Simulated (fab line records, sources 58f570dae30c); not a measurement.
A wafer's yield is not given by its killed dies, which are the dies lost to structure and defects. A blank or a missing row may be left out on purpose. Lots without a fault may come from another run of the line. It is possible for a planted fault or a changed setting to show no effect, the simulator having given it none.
fab line records | flow berkeley-cmos170
[record] lots = 13 | wafers = 39 | last-day = 11
route steps=331 shown PWELL@40 ACTIVE@65
lots that met no fault: taken from a fault-free run of the same line
start-h: hours from the record's opening day to when the first of the lot's shown wafers began | wait-h: hours from the lot's prior step to this one | " same as the row above | L1.1+2: one row covering several wafers at once | - no value present, or no start provided | * or withheld: withheld | < > ~ a bound
route shown NAME@n: NAME is a module with steps in the file, n the number in the route of the first one | usual: average and standard deviation across the fault-free wafers | same: alike in all rows | chamber/n: place in a boat | sites: per-site readings | _std_site: the standard deviation of these | _edge_site: the outer-site mean with the inner-site mean subtracted | radius-mm: how far each site lies from the wafer's centre | mask NAME#n: copy n | behind: the tool/chamber that last shaped the wafer | hold: cause of the lot's hold/its duration in hours/its outcome | device: the transistor (n, p or np) that didn't switch | end of line: the same wafers' tests at the end of the route | a step given without rows: its recipe and nothing more | killed: count of dies lost to structure and defects at first sort (not the wafer's yield) | map: dies across one wafer; x = killed, . = not, _ = none there
set.NAME: setting as actually run; set.NAME@STEP: the setting as run at that earlier step | model.NAME: the simulator's own value behind a step, which no gauge read
route steps across a sampled set of lots; one table per step, one row per wafer
services: the hour from which a tool's chamber was out of use, counted from the record's first day as start-h (under 0 if before that day), plus the number of hours and why
[[steps]]
[step UCB170_PWELL_THK_MEAS_06]
[recipe] reads = Si3N4_of_PWELL_CVD_05
[usual] PWELL_NITRIDE_THK = 215.1/2.3
lot.wafer | tool          | chamber | start-h | wait-h | PWELL_NITRIDE_THK[nm]
L871.1    | film-metro-01 | -       | 44.87   | 0.0    | 213.8
L871.2    | "             | -       | "       | "      | 215.2
L871.6    | "             | -       | "       | "      | 214.1
L870.3    | film-metro-03 | -       | 44.89   | 0.0    | 212.6
L870.5    | "             | -       | "       | "      | 213.8
L870.6    | "             | -       | "       | "      | 212.4
L872.2    | film-metro-01 | -       | 53.87   | 0.0    | 219.0
L872.5    | "             | -       | "       | "      | 220.7
L872.6    | "             | -       | "       | "      | 218.6
L874.3    | film-metro-01 | -       | 69.40   | 0.0    | 214.4
L874.5    | "             | -       | "       | "      | 214.6
L874.6    | "             | -       | "       | "      | 215.5
L883.1    | film-metro-03 | -       | 114.91  | 0.0    | 216.3
L883.3    | "             | -       | "       | "      | 216.3
L883.4    | "             | -       | "       | "      | 215.5
L885.3    | film-metro-04 | -       | 123.52  | 0.0    | 217.5
L885.5    | "             | -       | "       | "      | 219.2
L885.6    | "             | -       | "       | "      | 217.6
L886.2    | film-metro-03 | -       | 127.16  | 0.0    | 210.1
L886.4    | "             | -       | "       | "      | 211.3
L886.6    | "             | -       | "       | "      | 209.1
L887.2    | film-metro-04 | -       | 134.33  | 0.0    | 212.6
L887.3    | "             | -       | "       | "      | 213.7
L887.4    | "             | -       | "       | "      | 212.9
L889.1    | film-metro-01 | -       | 140.27  | 0.0    | 218.9
L889.3    | "             | -       | "       | "      | 221.3
L889.4    | "             | -       | "       | "      | 218.9
L888.3    | film-metro-03 | -       | 140.28  | 0.0    | 212.1
L888.5    | "             | -       | "       | "      | 212.4
L888.6    | "             | -       | "       | "      | 212.4
L890.1    | film-metro-01 | -       | 144.02  | 0.0    | 217.8
L890.5    | "             | -       | "       | "      | 217.0
L890.6    | "             | -       | "       | "      | 216.4
L891.1    | film-metro-03 | -       | 157.40  | 0.0    | 210.1
L891.2    | "             | -       | "       | "      | 211.0
L891.4    | "             | -       | "       | "      | 212.1
L893.2    | film-metro-04 | -       | 168.93  | 0.0    | 216.7
L893.5    | "             | -       | "       | "      | 216.7
L893.6    | "             | -       | "       | "      | 215.7
[step UCB170_PWELL_STRIP_16]
[recipe] chemistry = O2 | power-w = 400 | pressure-mtorr = 3500 | platen-temp-c = withheld | o2-flow-sccm = 400 | overash-fraction = 0.5
[usual] drypump-motor-current-A = 5.5/0.57 | o2-flow-sccm = 400.0/1.3 | oes-product-au = 0.721/0.0046 | strip-time-to-endpoint-s = 18.07/0.082
lot.wafer | tool            | chamber | start-h | wait-h | drypump-motor-current-A | o2-flow-sccm | oes-product-au | rf-hours-counter-h | strip-time-to-endpoint-s
L871.1    | plasma-asher-02 | 1       | 46.57   | 0.1    | 5.8                     | 399.0        | 0.720          | 33                 | 18.10
L871.2    | "               | 0       | "       | "      | 5.3                     | 399.9        | 0.721          | 33                 | 17.98
L871.6    | "               | 0       | "       | "      | 5.3                     | 398.2        | 0.723          | -                  | 18.06
L870.3    | plasma-asher-04 | 0       | 46.85   | 0.1    | 4.7                     | 398.8        | 0.717          | -                  | 18.08
L870.5    | "               | 1       | "       | "      | 6.0                     | 399.6        | 0.730          | -                  | 18.02
L870.6    | "               | 0       | "       | "      | 4.7                     | 400.5        | 0.718          | -                  | 18.06
L872.2    | plasma-asher-04 | 1       | 55.79   | 0.1    | 6.0                     | 398.8        | 0.724          | 36                 | 18.06
L872.5    | "               | 0       | "       | "      | 4.7                     | 398.3        | 0.715          | -                  | 18.04
L872.6    | "               | 1       | "       | "      | 6.0                     | 400.1        | 0.717          | -                  | 18.12
L874.3    | plasma-asher-04 | 0       | 70.98   | 0.1    | 4.7                     | 400.4        | 0.723          | -                  | 17.97
L874.5    | "               | 1       | "       | "      | 6.0                     | 398.4        | 0.723          | -                  | 17.99
L874.6    | "               | 0       | "       | "      | 4.7                     | 398.3        | 0.719          | -                  | 18.01
L883.1    | plasma-asher-04 | 1       | 116.12  | 0.1    | 6.0                     | 400.3        | 0.714          | 43                 | 18.10
L883.3    | "               | 0       | "       | "      | 4.7                     | 399.9        | 0.726          | -                  | 18.03
L883.4    | "               | 1       | "       | "      | 6.0                     | 399.1        | 0.722          | -                  | 18.03
L885.3    | plasma-asher-04 | 0       | 126.15  | 0.1    | 4.7                     | 399.0        | 0.722          | -                  | 18.15
L885.5    | "               | 0       | "       | "      | 4.7                     | 400.9        | 0.727          | -                  | 18.10
L885.6    | "               | 1       | "       | "      | 6.0                     | 400.2        | 0.725          | -                  | 18.17
L886.2    | plasma-asher-02 | 1       | 128.46  | 0.1    | 5.9                     | 397.3        | 0.718          | 42                 | 18.13
L886.4    | "               | 0       | "       | "      | 5.3                     | 399.4        | 0.722          | -                  | 17.94
L886.6    | "               | 1       | "       | "      | 5.8                     | 399.1        | 0.726          | -                  | 18.22
L887.2    | plasma-asher-03 | 0       | 135.63  | 0.1    | 5.4                     | 401.0        | 0.723          | 34                 | 18.21
L887.3    | "               | 0       | "       | "      | 5.4                     | 400.4        | 0.725          | -                  | 18.13
L887.4    | "               | 1       | "       | "      | 6.2                     | 400.6        | 0.725          | -                  | 18.16
L888.3    | plasma-asher-04 | 1       | 141.89  | 0.1    | 6.0                     | 399.5        | 0.725          | -                  | 18.16
L888.5    | "               | 0       | "       | "      | 4.7                     | 399.9        | 0.716          | -                  | 18.05
L888.6    | "               | 1       | "       | "      | 6.0                     | 398.5        | 0.716          | -                  | 18.06
L889.1    | plasma-asher-04 | 0       | 142.13  | 0.1    | 4.7                     | 402.2        | 0.723          | 46                 | 18.15
L889.3    | "               | 1       | "       | "      | 6.0                     | 401.5        | 0.714          | -                  | 18.14
L889.4    | "               | 0       | "       | "      | 4.7                     | 401.1        | 0.722          | -                  | 18.15
L890.1    | plasma-asher-04 | 0       | 145.21  | 0.1    | 4.7                     | 398.5        | 0.718          | 47                 | 18.19
L890.5    | "               | 0       | "       | "      | 4.7                     | 400.0        | 0.718          | -                  | 18.11
L890.6    | "               | 1       | "       | "      | 6.0                     | 398.8        | 0.728          | -                  | 17.97
L891.1    | plasma-asher-02 | 1       | 159.42  | 0.1    | 5.9                     | 399.2        | 0.714          | 45                 | 18.11
L891.2    | "               | 0       | "       | "      | 5.2                     | 397.7        | 0.722          | 45                 | 18.15
L891.4    | "               | 1       | "       | "      | 5.9                     | 398.8        | 0.714          | -                  | 18.10
L893.2    | plasma-asher-04 | 1       | 170.28  | 0.1    | 6.0                     | 399.8        | 0.727          | 49                 | 17.96
L893.5    | "               | 0       | "       | "      | 4.7                     | 401.4        | 0.723          | -                  | 17.97
L893.6    | "               | 1       | "       | "      | 6.0                     | 401.8        | 0.721          | -                  | 18.02
[step UCB170_ACTIVE_CVD_05]
[recipe] material = Si3N4 | target-thk-nm = 220 | temp-c = 800 | precursor = SiH2Cl2/NH3 | time-s = 3300 | pressure-mtorr = 200 | sih2cl2-flow-sccm = 25 | nh3-flow-sccm = 75
[usual] spike-tc-centre-C = 803.1/1.5 | zone-power-source-pct = 21.3/1.4
lot.wafer | tool     | chamber | start-h | wait-h | spike-tc-centre-C | zone-power-source-pct
L870.3    | lpcvd-01 | 0       | 69.99   | 0.0    | 802.3             | 23.1
L870.5    | "        | 0       | "       | "      | 802.9             | 23.0
L870.6    | "        | 0       | "       | "      | 802.5             | 23.2
L871.1    | lpcvd-01 | 0       | 69.99   | 0.0    | 802.8             | 23.4
L871.2    | "        | 0       | "       | "      | 802.8             | 23.1
L871.6    | "        | 0       | "       | "      | 802.8             | 23.4
L872.2    | lpcvd-01 | 0       | 77.09   | 0.0    | 803.5             | 23.1
L872.5    | "        | 0       | "       | "      | 801.1             | 23.4
L872.6    | "        | 0       | "       | "      | 802.0             | 23.5
L874.3    | lpcvd-01 | 0       | 92.62   | 0.0    | 800.0             | 23.3
L874.5    | "        | 0       | "       | "      | 802.4             | 23.3
L874.6    | "        | 0       | "       | "      | 803.1             | 23.1
L883.1    | lpcvd-02 | 1       | 140.20  | 0.6    | 804.0             | 21.3
L883.3    | "        | 1       | "       | "      | 803.0             | 21.9
L883.4    | "        | 1       | "       | "      | 806.3             | 21.4
L885.3    | lpcvd-02 | 1       | 153.56  | 0.0    | 804.9             | 21.5
L885.5    | "        | 1       | "       | "      | 805.2             | 21.2
L885.6    | "        | 1       | "       | "      | 805.4             | 21.7
L886.2    | lpcvd-02 | 1       | 153.56  | 0.0    | 805.2             | 21.5
L886.4    | "        | 1       | "       | "      | 802.8             | 21.8
L886.6    | "        | 1       | "       | "      | 802.4             | 21.5
L887.2    | lpcvd-01 | 0       | 162.56  | 0.0    | 801.2             | 23.1
L887.3    | "        | 0       | "       | "      | 801.4             | 23.1
L887.4    | "        | 0       | "       | "      | 802.7             | 23.1
L888.3    | lpcvd-01 | 1       | 168.28  | 0.4    | 804.4             | 20.3
L888.5    | "        | 1       | "       | "      | 802.7             | 20.6
L888.6    | "        | 1       | "       | "      | 805.6             | 20.4
L889.1    | lpcvd-02 | 1       | 171.27  | 0.0    | 801.5             | 21.5
L889.3    | "        | 1       | "       | "      | 804.7             | 21.6
L889.4    | "        | 1       | "       | "      | 805.1             | 21.2
L890.1    | lpcvd-02 | 0       | 171.27  | 0.0    | 800.4             | 19.5
L890.5    | "        | 0       | "       | "      | 800.6             | 19.2
L890.6    | "        | 0       | "       | "      | 802.6             | 19.0
L891.1    | lpcvd-02 | 1       | 185.35  | 2.3    | 804.5             | 21.4
L891.2    | "        | 1       | "       | "      | 803.6             | 21.5
L891.4    | "        | 1       | "       | "      | 801.7             | 22.1
L893.2    | lpcvd-02 | 0       | 193.47  | 0.0    | 802.4             | 19.3
L893.5    | "        | 0       | "       | "      | 801.4             | 19.1
L893.6    | "        | 0       | "       | "      | 801.9             | 19.2
[step UCB170_ACTIVE_THK_MEAS_06]
[recipe] reads = Si3N4_of_ACTIVE_CVD_05
[usual] ACTIVE_NITRIDE_THK = 219.4/2
lot.wafer | tool          | chamber | start-h | wait-h | ACTIVE_NITRIDE_THK[nm]
L870.3    | film-metro-02 | -       | 71.93   | 0.0    | 219.2
L870.5    | "             | -       | "       | "      | 218.6
L870.6    | "             | -       | "       | "      | 218.7
L871.1    | film-metro-02 | -       | 71.97   | 0.1    | 224.0
L871.2    | "             | -       | "       | "      | 223.3
L871.6    | "             | -       | "       | "      | 223.9
L872.2    | film-metro-04 | -       | 79.02   | 0.0    | 221.3
L872.5    | "             | -       | "       | "      | 221.6
L872.6    | "             | -       | "       | "      | 220.0
L874.3    | film-metro-03 | -       | 94.56   | 0.0    | 337.0
L874.5    | "             | -       | "       | "      | 336.8
L874.6    | "             | -       | "       | "      | 337.1
L883.1    | film-metro-02 | -       | 142.12  | 0.0    | 217.6
L883.3    | "             | -       | "       | "      | 218.9
L883.4    | "             | -       | "       | "      | 218.9
L886.2    | film-metro-03 | -       | 155.49  | 0.0    | 218.6
L886.4    | "             | -       | "       | "      | 218.1
L886.6    | "             | -       | "       | "      | 220.5
L885.3    | film-metro-04 | -       | 155.50  | 0.0    | 219.5
L885.5    | "             | -       | "       | "      | 219.1
L885.6    | "             | -       | "       | "      | 220.3
L887.2    | film-metro-02 | -       | 164.49  | 0.0    | 220.0
L887.3    | "             | -       | "       | "      | 220.3
L887.4    | "             | -       | "       | "      | 220.3
L888.3    | film-metro-04 | -       | 170.26  | 0.1    | 219.3
L888.5    | "             | -       | "       | "      | 220.2
L888.6    | "             | -       | "       | "      | 220.4
L889.1    | film-metro-04 | -       | 173.19  | 0.0    | 217.8
L889.3    | "             | -       | "       | "      | 216.8
L889.4    | "             | -       | "       | "      | 217.7
L890.1    | film-metro-02 | -       | 173.19  | 0.0    | 222.1
L890.5    | "             | -       | "       | "      | 219.0
L890.6    | "             | -       | "       | "      | 220.8
L891.1    | film-metro-04 | -       | 187.26  | 0.0    | 218.7
L891.2    | "             | -       | "       | "      | 218.6
L891.4    | "             | -       | "       | "      | 219.2
L893.2    | film-metro-03 | -       | 195.40  | 0.0    | 219.2
L893.5    | "             | -       | "       | "      | 219.3
L893.6    | "             | -       | "       | "      | 219.7
[step UCB170_ACTIVE_ETCH_15]
[recipe] chemistry = CH3F/Ar/O2 | target = Si3N4 | stop-on = SiO2 | CH3F_flow_sccm = 20 | Ar_flow_sccm = 50 | O2_flow_sccm = 7 | pressure-mtorr = 50 | rf-w = 450 | target-depth-a = 2420 | over-etch-frac = 0.1 | time-s = 151
[usual] drypump-motor-current-A = 5.6/0.41 | oes-product-au = 0.948/0.012 | throttle-valve-pct = 8.02/0.14
lot.wafer | tool        | chamber | start-h | wait-h | drypump-motor-current-A | oes-product-au | rf-hours-counter-h | throttle-valve-pct
L870.3    | rie-diel-04 | 2       | 73.09   | 0.0    | 5.5                     | 0.942          | 3                  | 8.21
L870.5    | "           | 2       | "       | "      | 5.5                     | 0.937          | -                  | 8.20
L870.6    | "           | 1       | "       | "      | 5.8                     | 0.935          | -                  | 8.12
L871.1    | rie-diel-01 | 0       | 73.32   | 0.0    | 5.4                     | 0.955          | 61                 | 8.01
L871.2    | "           | 2       | "       | "      | 6.5                     | 0.964          | 61                 | 7.79
L871.6    | "           | 3       | "       | "      | 5.8                     | 0.956          | -                  | 7.82
L872.2    | rie-diel-04 | 0       | 80.30   | 0.0    | 5.9                     | 0.949          | 125                | 7.97
L872.5    | "           | 1       | "       | "      | 5.9                     | 0.940          | -                  | 8.11
L872.6    | "           | 2       | "       | "      | 5.6                     | 0.945          | -                  | 8.21
L874.3    | rie-diel-04 | 2       | 95.60   | 0.0    | 5.6                     | 1.010          | 4                  | 8.19
L874.5    | "           | 2       | "       | "      | 5.6                     | 1.001          | -                  | 8.20
L874.6    | "           | 3       | "       | "      | 5.1                     | 1.009          | -                  | 8.06
L883.1    | rie-diel-04 | 1       | 143.30  | 0.0    | 5.9                     | 0.933          | 156                | 8.10
L883.3    | "           | 0       | "       | "      | 5.9                     | 0.950          | 127                | 7.97
L883.4    | "           | 2       | "       | "      | 5.6                     | 0.939          | 7                  | 8.20
L885.3    | rie-diel-04 | 3       | 156.70  | 0.0    | 5.1                     | 0.962          | 135                | 8.04
L885.5    | "           | 3       | "       | "      | 5.1                     | 0.967          | -                  | 8.05
L885.6    | "           | 2       | "       | "      | 5.5                     | 0.945          | -                  | 8.20
L886.2    | rie-diel-03 | 0       | 156.97  | 0.0    | 4.9                     | 0.936          | 19                 | 7.95
L886.4    | "           | 1       | "       | "      | 5.7                     | 0.962          | 67                 | 8.24
L886.6    | "           | 2       | "       | "      | 5.9                     | 0.958          | -                  | 7.79
L887.2    | rie-diel-04 | 0       | 165.54  | 0.0    | 6.0                     | 0.944          | 128                | 7.95
L887.3    | "           | 2       | "       | "      | 5.6                     | 0.948          | 8                  | 8.20
L887.4    | "           | 3       | "       | "      | 5.1                     | 0.972          | -                  | 8.03
L888.3    | rie-diel-03 | 2       | 171.42  | 0.0    | 5.9                     | 0.943          | 97                 | 7.78
L888.5    | "           | 0       | "       | "      | 4.9                     | 0.938          | -                  | 7.95
L888.6    | "           | 3       | "       | "      | 5.9                     | 0.933          | -                  | 8.18
L890.1    | rie-diel-03 | 3       | 174.61  | 0.0    | 5.9                     | 0.948          | 3                  | 8.19
L890.5    | "           | 0       | "       | "      | 4.9                     | 0.942          | -                  | 7.96
L890.6    | "           | 3       | "       | "      | 5.9                     | 0.945          | -                  | 8.18
L889.1    | rie-diel-01 | 0       | 174.88  | 0.0    | 5.5                     | 0.938          | 66                 | 8.00
L889.3    | "           | 3       | "       | "      | 5.8                     | 0.942          | 55                 | 7.86
L889.4    | "           | 2       | "       | "      | 6.5                     | 0.953          | 66                 | 7.81
L891.1    | rie-diel-04 | 0       | 188.45  | 0.0    | 6.0                     | 0.938          | 129                | 7.97
L891.2    | "           | 3       | "       | "      | 5.1                     | 0.960          | 136                | 8.04
L891.4    | "           | 1       | "       | "      | 5.9                     | 0.950          | 1                  | 8.10
L893.2    | rie-diel-03 | 0       | 196.57  | 0.0    | 4.9                     | 0.936          | 20                 | 7.97
L893.5    | "           | 1       | "       | "      | 5.6                     | 0.954          | -                  | 8.25
L893.6    | "           | 0       | "       | "      | 4.9                     | 0.941          | -                  | 7.97
[step UCB170_ACTIVE_CD_MEAS_90]
[recipe] target-cd-nm = 1200
[usual] cd-nm = 1200.1/1.7
lot.wafer | tool      | chamber | start-h | wait-h | cd-nm
L870.3    | cd-sem-02 | -       | 73.33   | 0.1    | 1201.4
L870.5    | "         | -       | "       | "      | 1202.2
L870.6    | "         | -       | "       | "      | 1200.8
L871.1    | cd-sem-01 | -       | 73.53   | 0.1    | 1199.9
L871.2    | "         | -       | "       | "      | 1200.7
L871.6    | "         | -       | "       | "      | 1200.6
L872.2    | cd-sem-01 | -       | 80.53   | 0.1    | 1200.3
L872.5    | "         | -       | "       | "      | 1201.4
L872.6    | "         | -       | "       | "      | 1201.0
L874.3    | cd-sem-01 | -       | 95.84   | 0.1    | 1199.2
L874.5    | "         | -       | "       | "      | 1198.9
L874.6    | "         | -       | "       | "      | 1200.1
L883.1    | cd-sem-01 | -       | 143.50  | 0.1    | 1196.9
L883.3    | "         | -       | "       | "      | 1198.5
L883.4    | "         | -       | "       | "      | 1196.8
L885.3    | cd-sem-02 | -       | 156.97  | 0.1    | 1198.7
L885.5    | "         | -       | "       | "      | 1199.2
L885.6    | "         | -       | "       | "      | 1200.4
L886.2    | cd-sem-02 | -       | 157.19  | 0.1    | 1194.9
L886.4    | "         | -       | "       | "      | 1196.1
L886.6    | "         | -       | "       | "      | 1195.4
L887.2    | cd-sem-01 | -       | 165.76  | 0.1    | 1201.4
L887.3    | "         | -       | "       | "      | 1201.6
L887.4    | "         | -       | "       | "      | 1201.2
L888.3    | cd-sem-01 | -       | 171.66  | 0.1    | 1202.7
L888.5    | "         | -       | "       | "      | 1202.6
L888.6    | "         | -       | "       | "      | 1202.6
L890.1    | cd-sem-02 | -       | 174.81  | 0.1    | 1202.3
L890.5    | "         | -       | "       | "      | 1202.8
L890.6    | "         | -       | "       | "      | 1200.8
L889.1    | cd-sem-01 | -       | 175.08  | 0.1    | 1203.0
L889.3    | "         | -       | "       | "      | 1200.4
L889.4    | "         | -       | "       | "      | 1200.3
L891.1    | cd-sem-01 | -       | 188.65  | 0.1    | 1201.4
L891.2    | "         | -       | "       | "      | 1201.5
L891.4    | "         | -       | "       | "      | 1199.8
L893.2    | cd-sem-02 | -       | 196.79  | 0.1    | 1201.3
L893.5    | "         | -       | "       | "      | 1201.1
L893.6    | "         | -       | "       | "      | 1202.0
[[services]]
tool            | chamber | start-h | hours | kind
rie-diel-01     | 1       | 29.57   | 2.0   | repair
rie-diel-04     | 3       | 37.43   | 1.3   | repair
plasma-asher-04 | -       | 43.97   | 2.4   | repair
rie-diel-04     | -       | 63.18   | 1.0   | repair
rie-diel-03     | 3       | 79.77   | -     | clean
rie-diel-03     | 3       | 79.77   | 23.7  | scheduled-down
rie-diel-03     | 3       | 79.77   | 23.7  | vent-cycle
rie-diel-01     | 2       | 88.07   | 5.1   | repair
rie-diel-04     | 0       | 101.62  | 4.9   | repair
rie-diel-01     | 1       | 103.74  | -     | clean
rie-diel-01     | 1       | 103.74  | 23.4  | scheduled-down
rie-diel-01     | 1       | 103.74  | 23.4  | vent-cycle
rie-diel-04     | 1       | 106.64  | 2.3   | repair
rie-diel-01     | -       | 115.14  | 0.5   | repair
rie-diel-04     | 1       | 154.39  | -     | clean
rie-diel-04     | 1       | 154.39  | 17.6  | scheduled-down
rie-diel-04     | 1       | 154.39  | 17.6  | vent-cycle
rie-diel-04     | 1       | 183.42  | 1.3   | repair
[[key]]
[first-sign] step = UCB170_ACTIVE_THK_MEAS_06 | reading = ACTIVE_NITRIDE_THK | direction = up | sigmas = 59 | usual = 219.4 | struck = 337.0
[effect] step = UCB170_ACTIVE_ETCH_15 | reading = oes-product-au | direction = up | sigmas = 5.1 | usual = 0.948 | struck = 1.007
met-at UCB170_ACTIVE_CVD_05
struck-lots L874
struck-wafers L874.3,L874.5,L874.6
later-rows-left-out L874.3,L874.5,L874.6
sort-left-out L874.3,L874.5,L874.6
tester-left-out L874
not-acting-at UCB170_PWELL_THK_MEAS_06,UCB170_PWELL_STRIP_16,UCB170_ACTIVE_CD_MEAS_90
onset-between 77.09 92.62
[fault] kind = process-parameter-drift | tool = lpcvd-01 | chamber = 0 | onset-h = 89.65 | steps = UCB170_ACTIVE_CVD_05 | channel = target-thk-nm | offset = 119.9 | shape = step | end-h = 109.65 | acts-in = these-recipes-only | stated = 220
// tester-left-out: of these lots the tester's yield and bins aren't shown, on N5 and GAA mostly nor the transistor test; their killed dies are dies lost to structure and defects alone, not to doping, threshold or leakage, so they don't give the yield
// sort-left-out: the simulated sort isn't trusted on such a fault, so these wafers' sort isn't shown, and their yield isn't known
// later-rows-left-out: the simulator's readings of these wafers behind a module that went badly wrong aren't trusted and aren't shown, but for the sort
